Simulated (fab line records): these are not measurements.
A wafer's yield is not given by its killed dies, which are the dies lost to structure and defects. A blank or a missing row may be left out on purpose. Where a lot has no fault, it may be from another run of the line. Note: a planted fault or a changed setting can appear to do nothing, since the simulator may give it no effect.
Struck lot and sound lot, side by side	flow rit cmos	29 steps out of a route of 202
Sound: the wafers L970.1, L970.3, L970.4. Struck: wafers L984.2, L984.5, L984.6. At the end, the cause is stated.
For every step that has rows: the tool of each side, followed by ch and its chambers, followed by its first start. Under that, the readings that differ: sound wafers	struck wafers	difference of the means	sigmas: that difference in standard deviations of wafers without a fault.
alike: readings with means less than 2 such deviations apart, plus words and numbers identical on both sides. not compared: withheld readings, readings lacking a value on some wafer, bounds such as >300 that could conceal the same value, and numbers that have no deviation in the record and whose values overlap.
A row with sigmas, a row that says differs or no value, or rows on one side alone: a step with any of these is where the two part. Numbers that have no deviation but don't overlap get no sigmas and don't part them. A reading that every wafer of one side lacks parts them only if that side has two wafers or more.

RIT_FOX2_THK_MEAS_01:
  sound on film metro-03, day 3 15:23; struck on film metro-02, day 6 09:44
  alike: FOX2_OXIDE_THK
then, 2 steps without rows for these wafers: RIT_FOX2_CLEAN_02 (cleans in dHF, time 180 s); RIT_FOX2_WET_ETCH_03 (etches Si3N4 in H3PO4, target depth 195 nm, time 2700 s).
RIT_FOX2_THK_MEAS_90:
  sound on film metro-03, day 3 16:16; struck on film metro-04, day 6 10:37
  alike: FIELD_OXIDE_LEFT_1_THK
then, 6 steps without rows for these wafers: RIT_NWELL_HMDS_00 (prime time 60 s); RIT_NWELL_COAT_01 (resist thk 1300 nm); RIT_NWELL_SOFTBAKE_02 (time 60 s); RIT_NWELL_EXPOSE_03 (exposes mask M2, target cd 43900 nm); RIT_NWELL_PEB_04; RIT_NWELL_DEVELOP_05 (develop time 68 s).
RIT_NWELL_OVL_MEAS_06:
  sound on overlay-02, day 3 17:20; struck on overlay-01, day 6 11:40
  alike: NWELL_OVL
then, 1 step without rows for these wafers: RIT_NWELL_HARDBAKE_07 (time 120 s).
RIT_NWELL_IMPLANT_08:
  sound on implanter-01 ch 0, day 3 17:37; struck on implanter-04 ch 0, day 6 11:58
reading	sound	struck	difference	sigmas
dose ions cm2	4.995e+13 4.995e+13 4.996e+13	5.811e+13 5.796e+13 5.808e+13	+8.097e+12	+99 or more
faraday current uA	157 160 159	181 185 186	+25	+8
RIT_NWELL_STRIP_09: strips in O2, time 180 s.
  sound on plasma asher-04 ch 0,1, day 3 17:46; struck on plasma asher-01 ch 0,1, day 6 12:06
  alike: drypump motor current A
  not compared: rf hours counter h
RIT_NWELL_TW_MEAS_10:
  sound on film metro-01, day 3 17:56; struck on film metro-04, day 6 12:17
reading	sound	struck	difference	sigmas
NWELL_TW	2141 2145 2156	2214 2199 2218	+63	+4
then, 6 steps without rows for these wafers: RIT_PWELL_HMDS_00 (prime time 60 s); RIT_PWELL_COAT_01 (resist thk 1300 nm); RIT_PWELL_SOFTBAKE_02 (time 60 s); RIT_PWELL_EXPOSE_03 (exposes mask M3, target cd 43700 nm); RIT_PWELL_PEB_04; RIT_PWELL_DEVELOP_05 (develop time 68 s).
RIT_PWELL_OVL_MEAS_06:
  sound on overlay-02, day 3 18:53; struck on overlay-02, day 6 13:21
  alike: PWELL_OVL
then, 2 steps without rows for these wafers: RIT_PWELL_HARDBAKE_07 (time 120 s); RIT_PWELL_IMPLANT_08.
RIT_PWELL_STRIP_09: strips in O2, time 180 s.
  sound on plasma asher-03 ch 0,1, day 3 19:19; struck on plasma asher-02 ch 0,1, day 6 13:47
  alike: drypump motor current A
  not compared: rf hours counter h
RIT_PWELL_TW_MEAS_10:
  sound on film metro-03, day 3 19:29; struck on film metro-03, day 6 13:58
  alike: PWELL_TW
then, 1 step without rows for these wafers: RIT_WELLDRIVE_ANNEAL_00 (time 14700 s).
RIT_WELLDRIVE_RS_MEAS_01: measures by four-point-probe.
  sound on film metro-01, day 4 01:34; struck on film metro-01, day 6 20:17
reading	sound	struck	difference	sigmas
NWELL_RS (ohm/sq)	276.4 276.0 275.6	253.7 253.3 253.3	-22.6	-25
RIT_WELLDRIVE_RS_MEAS_02: measures by four-point-probe.
  sound on film metro-01, day 4 01:41; struck on film metro-01, day 6 20:24
  alike: PWELL_RS

WHERE THEY PART
At RIT_NWELL_IMPLANT_08 first; at RIT_WELLDRIVE_RS_MEAS_01 last (within this record only). Later steps at which nothing parts them and some readings are alike: RIT_WELLDRIVE_RS_MEAS_02.

WHY: the cause the simulator had injected
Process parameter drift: implanter-04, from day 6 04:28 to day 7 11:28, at RIT_NWELL_IMPLANT_08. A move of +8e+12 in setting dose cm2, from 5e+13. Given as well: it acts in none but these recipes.
